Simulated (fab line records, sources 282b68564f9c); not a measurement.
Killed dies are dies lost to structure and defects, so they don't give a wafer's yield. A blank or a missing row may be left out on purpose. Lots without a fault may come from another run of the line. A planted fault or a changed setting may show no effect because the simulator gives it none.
fab line records | flow rit_cmos
record lots=7 wafers=21 last_day=8
route steps=202 shown PRETRO@69 GATE@75 FOX2@80 M1@202
lots that met no fault: from a run of the same line without faults
start_h: hours from the record's first day to the start of the lot's first wafer shown | wait_h: hours since the lot's step before | " the same as in the row above | L1.1+2: a row that stands for several wafers | - no value, or no start given | * or withheld: withheld | < > ~ a bound
route shown NAME@n: a module of which the file shows steps, and the number in the route of the first | usual: mean/standard deviation of fault-free wafers | same: alike in all rows | chamber/n: place in a boat | sites: the reading at each site | _std_site: their standard deviation | _edge_site: outer sites' mean less inner sites' | radius_mm: how far each site lies from the wafer's centre | mask NAME#n: copy n | behind: the tool/chamber that last shaped the wafer | hold: why the lot was held/for how many hours/how that ended | device: the transistor (n, p or np) that didn't switch | end of line: the same wafers' tests at the end of the route | a step without rows: its recipe alone | killed: dies lost to structure and defects at the first sort, not the wafer's yield | map: a wafer's dies, x killed, . not, _ none there
set.NAME: the setting as run; set.NAME@STEP: as run at that earlier step | model.NAME: the simulator's own value behind a step, which no gauge read
lots at some steps of the route; a table a step, a row a wafer
services: from which hour (start_h, from the record's first day; less than 0 if before it) a tool's chamber was out of use, for how many hours, and why
## steps
# step RIT_PRETRO_DEVELOP_05
# recipe resist=NOVOLAK develop_time_s=68 dev_temp_c=23
# step RIT_PRETRO_OVL_MEAS_06
# usual PRETRO_OVL=-0.2/1.2
# columns lot.wafer tool chamber start_h wait_h PRETRO_OVL[nm]
L752.2 overlay-01 - 37.97 - -1.1
L752.5 " - " " -1.6
L752.6 " - " " -0.6
L757.2 overlay-01 - 67.34 - -1.3
L757.3 " - " " -0.3
L757.6 " - " " -1.6
L758.1 overlay-02 - 72.61 - -0.1
L758.3 " - " " -0.3
L758.5 " - " " 0.6
L759.1 overlay-01 - 75.86 - 0.7
L759.5 " - " " -0.5
L759.6 " - " " -0.6
L760.1 overlay-02 - 80.81 - 0.3
L760.2 " - " " 0.0
L760.3 " - " " 0.5
L766.2 overlay-02 - 111.37 - 1.5
L766.4 " - " " 1.1
L766.6 " - " " 0.0
L772.1 overlay-01 - 139.56 - -0.8
L772.3 " - " " -0.1
L772.6 " - " " -1.0
# step RIT_PRETRO_HARDBAKE_07
# recipe resist=NOVOLAK temp_c=140 time_s=120
# step RIT_PRETRO_IMPLANT_08
# recipe species=B energy_kev=45 dose_cm2=1.2e+13 tilt_deg=7
# step RIT_PRETRO_STRIP_09
# recipe chemistry=O2 time_s=180 resist=NOVOLAK platen_temp_c=withheld power_w=500 pressure_mtorr=4000 o2_flow_sccm=4000
# usual drypump_motor_current_A=5.9/0.6
# columns lot.wafer tool chamber start_h wait_h drypump_motor_current_A rf_hours_counter_h
L752.2 plasma_asher-04 0 38.40 0.1 6.2 39
L752.5 " 1 " " 6.0 -
L752.6 " 0 " " 6.3 -
L757.2 plasma_asher-02 1 67.77 0.1 4.9 40
L757.3 " 0 " " 6.6 -
L757.6 " 1 " " 4.8 -
L758.1 plasma_asher-02 0 73.05 0.1 6.6 41
L758.3 " 1 " " 4.9 -
L758.5 " 1 " " 4.9 -
L759.1 plasma_asher-04 1 76.29 0.1 6.0 43
L759.5 " 0 " " 6.2 -
L759.6 " 1 " " 6.0 -
L760.1 plasma_asher-02 0 81.25 0.1 6.5 41
L760.2 " 1 " " 4.8 41
L760.3 " 1 " " 4.9 -
L766.2 plasma_asher-02 1 111.80 0.1 4.9 45
L766.4 " 0 " " 6.6 -
L766.6 " 0 " " 6.6 -
L772.1 plasma_asher-02 0 140.00 0.1 6.6 48
L772.3 " 0 " " 6.5 -
L772.6 " 0 " " 6.6 -
# step RIT_PRETRO_TW_MEAS_10
# usual PRETRO_TW=477.6/3
# columns lot.wafer tool chamber start_h wait_h PRETRO_TW
L752.2 film_metro-01 - 38.59 0.1 475.0
L752.5 " - " " 475.9
L752.6 " - " " 474.5
L757.2 film_metro-04 - 67.96 0.1 472.8
L757.3 " - " " 471.3
L757.6 " - " " 473.0
L758.1 film_metro-01 - 73.23 0.1 479.4
L758.3 " - " " 478.7
L758.5 " - " " 476.7
L759.1 film_metro-01 - 76.47 0.1 476.5
L759.5 " - " " 476.7
L759.6 " - " " 478.2
L760.1 film_metro-03 - 81.43 0.1 478.7
L760.2 " - " " 476.7
L760.3 " - " " 478.7
L766.2 film_metro-01 - 111.98 0.1 475.6
L766.4 " - " " 476.0
L766.6 " - " " 476.7
L772.1 film_metro-03 - 140.17 0.1 480.3
L772.3 " - " " 481.0
L772.6 " - " " 480.5
# step RIT_GATE_WET_ETCH_00
# recipe chemistry=BOE target=SiO2 target_depth_nm=56 time_s=60 dry=n2_spin dilution=10:1 temp_c=21.5
# step RIT_GATE_CLEAN_01
# recipe chemistry=SC1 mix=3:3:50 time_s=600 temp_c=75
# step RIT_GATE_CLEAN_02
# recipe chemistry=dHF dilution=50:1 time_s=30
# step RIT_GATE_CLEAN_03
# recipe chemistry=SC2 mix=3:3:50 time_s=600 temp_c=75 dry=n2_spin
# step RIT_GATE_CLEAN_04
# recipe chemistry=dHF dilution=50:1 time_s=60 dry=n2_spin
# step RIT_FOX2_THK_MEAS_91
# recipe reads=SiO2_of_FOX2_OXIDATION_00
# usual FIELD_OXIDE_LEFT_2_THK=258/7.2
# columns lot.wafer tool chamber start_h wait_h FIELD_OXIDE_LEFT_2_THK[nm]
L752.2 film_metro-03 - 39.06 0.0 249
L752.5 " - " " 246
L752.6 " - " " 247
L757.2 film_metro-04 - 68.45 0.0 258
L757.3 " - " " 260
L757.6 " - " " 257
L758.1 film_metro-02 - 73.70 0.0 257
L758.3 " - " " 256
L758.5 " - " " 256
L759.1 film_metro-03 - 76.94 0.0 269
L759.5 " - " " 263
L759.6 " - " " 267
L760.1 film_metro-03 - 81.92 0.0 262
L760.2 " - " " 258
L760.3 " - " " 265
L766.2 film_metro-04 - 112.49 0.0 264
L766.4 " - " " 257
L766.6 " - " " 263
L772.1 film_metro-04 - 140.67 0.0 264
L772.3 " - " " 263
L772.6 " - " " 268
# step RIT_GATE_OXIDATION_05
# recipe temp_c=900 ambient=O2 target_thk_a=30 ox_time_s=270
# usual spike_tc_centre_C=902.5/1.3 spike_tc_source_C=925.0/2.7
# columns lot.wafer tool chamber start_h wait_h spike_tc_centre_C spike_tc_source_C model.SiO2_of_GATE_OXIDATION_05.thk_nm
L752.2 furnace-04 0 42.67 3.6 904.3 920.7 3.019
L752.5 " 0 " " 903.5 921.4 3.002
L752.6 " 0 " " 904.2 921.2 3.006
L757.2 furnace-01 0 68.62 0.2 900.5 926.0 3.138
L757.3 " 0 " " 902.0 927.5 3.141
L757.6 " 0 " " 901.6 928.7 3.174
L758.1 furnace-01 0 75.05 1.3 901.7 926.3 3.544
L758.3 " 0 " " 901.4 926.3 3.601
L758.5 " 0 " " 902.6 928.5 3.649
L759.1 furnace-01 0 78.31 1.4 902.2 924.9 3.465
L759.5 " 0 " " 900.9 926.6 3.498
L759.6 " 0 " " 901.4 926.9 3.501
L760.1 furnace-01 0 84.19 2.3 900.7 926.5 3.496
L760.2 " 0 " " 902.0 925.8 3.525
L760.3 " 0 " " 903.0 926.6 3.514
L766.2 furnace-04 0 114.33 1.8 905.3 920.7 3.001
L766.4 " 0 " " 903.7 921.0 2.91
L766.6 " 0 " " 901.6 921.9 2.978
L772.1 furnace-04 0 143.26 2.6 905.2 920.3 2.985
L772.3 " 0 " " 903.1 921.3 2.944
L772.6 " 0 " " 902.0 922.6 2.968
# step RIT_GATE_ANNEAL_06
# recipe temp_c=900 time_s=600 ambient=N2O
# step RIT_GATE_THK_MEAS_07
# recipe reads=SiO2_of_GATE_OXIDATION_05
# usual GATE_OXIDE_THK=3.04/0.063
# columns lot.wafer tool chamber start_h wait_h GATE_OXIDE_THK[nm]
L752.2 film_metro-04 - 48.57 0.0 3.02
L752.5 " - " " 3.05
L752.6 " - " " 3.02
L757.2 film_metro-02 - 71.19 0.0 3.06
L757.3 " - " " 3.12
L757.6 " - " " 3.24
L758.1 film_metro-03 - 78.31 0.0 3.53
L758.3 " - " " 3.64
L758.5 " - " " 3.66
L759.1 film_metro-03 - 80.94 0.0 3.43
L759.5 " - " " 3.47
L759.6 " - " " 3.47
L760.1 film_metro-03 - 86.98 0.0 3.51
L760.2 " - " " 3.51
L760.3 " - " " 3.49
L766.2 film_metro-03 - 116.98 0.0 2.99
L766.4 " - " " 2.92
L766.6 " - " " 3.02
L772.1 film_metro-04 - 145.84 0.0 2.96
L772.3 " - " " 2.91
L772.6 " - " " 2.97
# step RIT_GATE_CVD_08
# recipe material=poly-Si target_thk_nm=250 temp_c=610 precursor=SiH4 time_s=2220 pressure_mtorr=300 sih4_flow_sccm=100
# step RIT_M1_PROBE_99
# usual killed_at_front_end=6.2/2.8 killed_dies=6.3/2.7 killed_open=3.1/2 killed_short=3.2/1.8
# same gross_dies=264 killed_at_M0_to_M3=0 killed_at_M4_up=0 killed_at_back_side=0 killed_at_contacts=0 killed_at_other=0
# columns lot.wafer tool chamber start_h wait_h killed_at_front_end killed_dies killed_open killed_short model.etest.pmos_0p3.r_on_ohm_um model.etest.pmos_turned.r_on_ohm_um model.etest.pmos_0p15.r_on_ohm_um model.etest.nmos_0p3.r_on_ohm_um model.etest.nmos_0p15.r_on_ohm_um model.etest.nmos_0p15.drive_ua_um model.etest.nmos_narrow.drive_ua_um model.etest.nmos_0p3.drive_ua_um
L752.2 prober-01 - 71.99 0.1 2 2 0 2 6208 3361 2710 2140 1122 474.5 233.6 225.7
L752.5 prober-01 - 72.14 0.2 4 4 2 2 6183 3324 2637 2149 1090 496.3 240.1 229.7
L752.6 prober-01 - 72.19 0.2 6 6 1 5 6240 3358 2687 2137 1122 485.9 235.5 227.7
L757.2 prober-02 - 97.51 0.1 6 6 4 2 6656 3725 2966 2256 1180 440.7 216.5 211.6
L757.3 prober-02 - 97.56 0.2 4 4 3 1 6567 3614 2905 2248 1162 443.3 213.8 212.4
L757.6 prober-02 - 97.71 0.2 8 8 5 3 6628 3618 2916 2255 1187 435 213.5 209.3
L759.1 prober-01 - 105.09 0.1 5 5 3 2 7129 3874 3108 2390 1235 402.6 186.7 187.7
L759.5 prober-01 - 105.29 0.2 3 3 1 2 7371 4128 3277 2455 1282 392.5 184 184
L759.6 prober-01 - 105.34 0.2 5 5 3 2 7164 3886 3111 2397 1205 402.4 181.4 184.6
L758.1 prober-02 - 106.59 0.1 5 5 2 3 7309 3833 3132 2444 1215 389.4 175.5 179
L758.3 prober-02 - 106.69 0.2 9 9 6 3 7456 3898 3135 2454 1224 392.1 173.1 176.7
L758.5 prober-02 - 106.79 0.2 3 3 2 1 7607 3938 3218 2501 1231 385.4 169.6 170.7
L760.1 prober-01 - 110.39 0.1 5 5 4 1 7133 3757 3001 2377 1166 418 180.6 183.1
L760.2 prober-01 - 110.44 0.1 4 4 2 2 7287 3874 3070 2442 1187 410.1 178.9 179.8
L760.3 prober-01 - 110.49 0.2 5 5 0 5 7208 3727 2987 2401 1142 423.4 179.4 181.3
L766.2 prober-02 - 140.12 0.1 3 3 1 2 6210 3298 2690 2198 1159 471.1 223.9 221.7
L766.4 prober-02 - 140.22 0.2 4 4 2 2 6034 3209 2626 2133 1142 487.3 235.8 231.3
L766.6 prober-02 - 140.32 0.2 1 1 1 0 6142 3267 2632 2163 1118 474.3 224 225.3
L772.1 prober-01 - 181.40 0.1 4 4 2 2 6222 3383 2745 2173 1146 485.4 230.1 231.4
L772.3 prober-01 - 181.50 0.2 7 7 2 5 6161 3313 2674 2147 1143 492.7 237.2 236.3
L772.6 prober-01 - 181.65 0.2 9 9 5 4 6251 3407 2746 2164 1168 477 231.5 233.3
# killed by level:class
L752.2 GATE:geometric_particle:short=1 SILICIDE:geometric_particle:short=1
L752.5 FOX1:geometric_particle:open=1 FOX1:geometric_particle:short=1 SPACER:geometric_particle:open=1 SPACER:geometric_particle:short=1
L752.6 REOX:geometric_particle:short=3 ACTIVE:geometric_particle:open=1 GATE:geometric_particle:short=1 SILICIDE:geometric_particle:short=1
L757.2 FOX1:geometric_particle:open=1 FOX2:geometric_particle:open=1 GATE:geometric_particle:short=1 REOX:geometric_particle:short=1 SPACER:geometric_particle:open=1 SILICIDE:geometric_particle:open=1
L757.3 FOX1:geometric_particle:short=1 FOX2:geometric_particle:open=1 GATE:geometric_particle:open=1 SILICIDE:geometric_particle:open=1
L757.6 FOX1:geometric_particle:open=2 GATE:geometric_particle:open=1 GATE:geometric_particle:short=1 REOX:geometric_particle:open=1 SPACER:geometric_particle:short=1 SPACER:geometric_particle:open=1 STARTING-WAFER:geometric_particle:short=1
L759.1 ACTIVE:geometric_particle:short=1 FOX1:geometric_particle:open=1 FOX1:geometric_particle:short=1 FOX2:geometric_particle:open=1 REOX:geometric_particle:open=1
L759.5 GATE:geometric_particle:short=1 SPACER:geometric_particle:open=1 SPACER:geometric_particle:short=1
L759.6 GATE:geometric_particle:open=3 GATE:geometric_particle:short=1 SILICIDE:geometric_particle:short=1
L758.1 FOX1:geometric_particle:short=1 GATE:geometric_particle:open=1 REOX:geometric_particle:open=1 SPACER:geometric_particle:short=1 SILICIDE:geometric_particle:short=1
L758.3 SPACER:geometric_particle:open=4 GATE:geometric_particle:short=3 GATE:geometric_particle:open=2
L758.5 GATE:geometric_particle:open=2 ACTIVE:geometric_particle:short=1
L760.1 FOX2:geometric_particle:open=1 GATE:geometric_particle:open=1 REOX:geometric_particle:open=1 REOX:geometric_particle:short=1 SPACER:geometric_particle:open=1
L760.2 SILICIDE:geometric_particle:open=2 FOX1:geometric_particle:short=1 GATE:geometric_particle:short=1
L760.3 GATE:geometric_particle:short=2 REOX:geometric_particle:short=2 SILICIDE:geometric_particle:short=1
L766.2 FOX1:geometric_particle:short=1 FOX1:geometric_particle:open=1 GATE:geometric_particle:short=1
L766.4 SILICIDE:geometric_particle:short=2 GATE:geometric_particle:open=1 SILICIDE:geometric_particle:open=1
L766.6 GATE:geometric_particle:open=1
L772.1 FOX1:geometric_particle:short=1 GATE:geometric_particle:open=1 REOX:geometric_particle:open=1 SPACER:geometric_particle:short=1
L772.3 GATE:geometric_particle:short=2 FOX1:geometric_particle:short=1 FOX2:geometric_particle:open=1 REOX:geometric_particle:open=1 REOX:geometric_particle:short=1 STARTING-WAFER:geometric_particle:short=1
L772.6 GATE:geometric_particle:short=3 FOX2:geometric_particle:open=1 FOX2:geometric_particle:short=1 GATE:geometric_particle:open=1 REOX:geometric_particle:open=1 SPACER:geometric_particle:open=1 SILICIDE:geometric_particle:open=1
## services
# columns tool chamber start_h hours kind
plasma_asher-02 - 25.54 0.4 repair
plasma_asher-04 - 45.85 1.2 repair
plasma_asher-04 - 108.75 9.0 pm
plasma_asher-04 0 108.75 9.0 vent_cycle
plasma_asher-04 1 108.75 9.0 vent_cycle
furnace-01 - 114.32 3.3 pm
plasma_asher-04 0 117.75 - clean
plasma_asher-04 1 117.75 - clean
## key
first_sign step=RIT_GATE_THK_MEAS_07 reading=GATE_OXIDE_THK direction=up sigmas=7.7 usual=3.04 struck=3.52
effect none on later readings
model_effect step=RIT_GATE_OXIDATION_05 value=SiO2_of_GATE_OXIDATION_05.thk_nm without=3.078 struck=3.533
model_effect step=RIT_M1_PROBE_99 value=etest.pmos_0p3.r_on_ohm_um without=6503 struck=7296
met_at RIT_GATE_OXIDATION_05
struck_wafers L758.1,L758.3,L758.5,L759.1,L759.5,L759.6,L760.1,L760.2,L760.3
tester_left_out L758,L759,L760
onset_between 68.62 75.05
fault kind=process_parameter_drift tool=furnace-01 chamber=- onset_h=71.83 steps=RIT_GATE_OXIDATION_05 channel=ox_time_s offset=* shape=step end_h=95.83 acts_in=* stated=*
# tester_left_out: of these lots the tester's yield and bins aren't shown, on N5 and GAA mostly nor the transistor test; their killed dies are dies lost to structure and defects alone, not to doping, threshold or leakage, so they don't give the yield
